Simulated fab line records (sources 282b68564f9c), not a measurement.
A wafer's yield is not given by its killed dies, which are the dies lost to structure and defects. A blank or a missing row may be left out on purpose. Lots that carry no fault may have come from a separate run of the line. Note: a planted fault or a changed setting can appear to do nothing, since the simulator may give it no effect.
Comparing a struck lot with a sound one :: flow ritCmos :: 14 out of 202 route steps
Sound: the wafers L612.1, L612.4, L612.6. The struck wafers were L619.1, L619.2, L619.6. The cause is given at the end.
Each step with rows lists, per side, the tool, then ch with its chambers, then its first start. Under that, the readings that differ: sound wafers :: struck wafers :: difference of the means :: sigmas: that difference in standard deviations of wafers without a fault.
alike: same words and numbers on both sides, and readings whose means sit less than 2 such deviations apart. not compared: any withheld reading, any reading some wafer has no value for, any bound like >300 that may hide the same value, and any number with overlapping values for which the record gives no deviation.
Wherever a step has rows on one side only, a row that says differs or no value, or a row with sigmas, the two part there. Non-overlapping numbers with no deviation appear without sigmas and do not part them. A reading that every wafer of one side lacks parts them only if that side has two wafers or more.

first, 1 step without rows for these wafers: RIT_GATE_CLEAN_04 (cleans in dHF, time 60 s).
RIT_FOX2_THK_MEAS_91:
  sound: filmMetro-04 at day 3 05:07; struck: filmMetro-04 at day 4 14:28
  alike: FIELD_OXIDE_LEFT_2_THK
then, 2 steps without rows for these wafers: RIT_GATE_OXIDATION_05 (target thk 3 nm, ox time 270 s); RIT_GATE_ANNEAL_06 (time 600 s).
RIT_GATE_THK_MEAS_07:
  sound: filmMetro-02 at day 3 10:58; struck: filmMetro-03 at day 4 16:27
  alike: GATE_OXIDE_THK
then, 1 step without rows for these wafers: RIT_GATE_CVD_08 (deposits poly-Si from SiH4, target thk 250 nm, time 2220 s).
RIT_GATE_THK_MEAS_09:
  sound: filmMetro-02 at day 3 12:39; struck: filmMetro-03 at day 4 20:04
  alike: GATE_POLY_THK
then, 5 steps without rows for these wafers: RIT_GATE_HMDS_10 (prime time 60 s); RIT_GATE_COAT_11 (resist thk 850 nm); RIT_GATE_SOFTBAKE_12 (time 60 s); RIT_GATE_EXPOSE_13 (exposes mask M6, target cd 150 nm); RIT_GATE_PEB_14.
RIT_GATE_DEVELOP_15: develop time 50 s.
  struck on lithoTrack-01, day 4 20:00; sound on lithoTrack-04 ch 0, day 3 13:00
  no value came back on the struck wafers for chillPlateTempC (C), developTimeS (s); on the sound wafers chillPlateTempC (C) reads 23.17 22.93 23.15
RIT_GATE_CD_MEAS_16: target cd 150 nm.
  sound: cdSem-02 at day 3 13:40; struck: cdSem-02 at day 4 21:04
reading: cdNm (nm)
sound: 152 150 149
struck: - - -
difference: no value on the struck wafers
sigmas: 

## WHERE THEY PART
Earliest at RIT_GATE_DEVELOP_15; latest, in this record, at RIT_GATE_CD_MEAS_16.

WHY: what had been put in by the simulator
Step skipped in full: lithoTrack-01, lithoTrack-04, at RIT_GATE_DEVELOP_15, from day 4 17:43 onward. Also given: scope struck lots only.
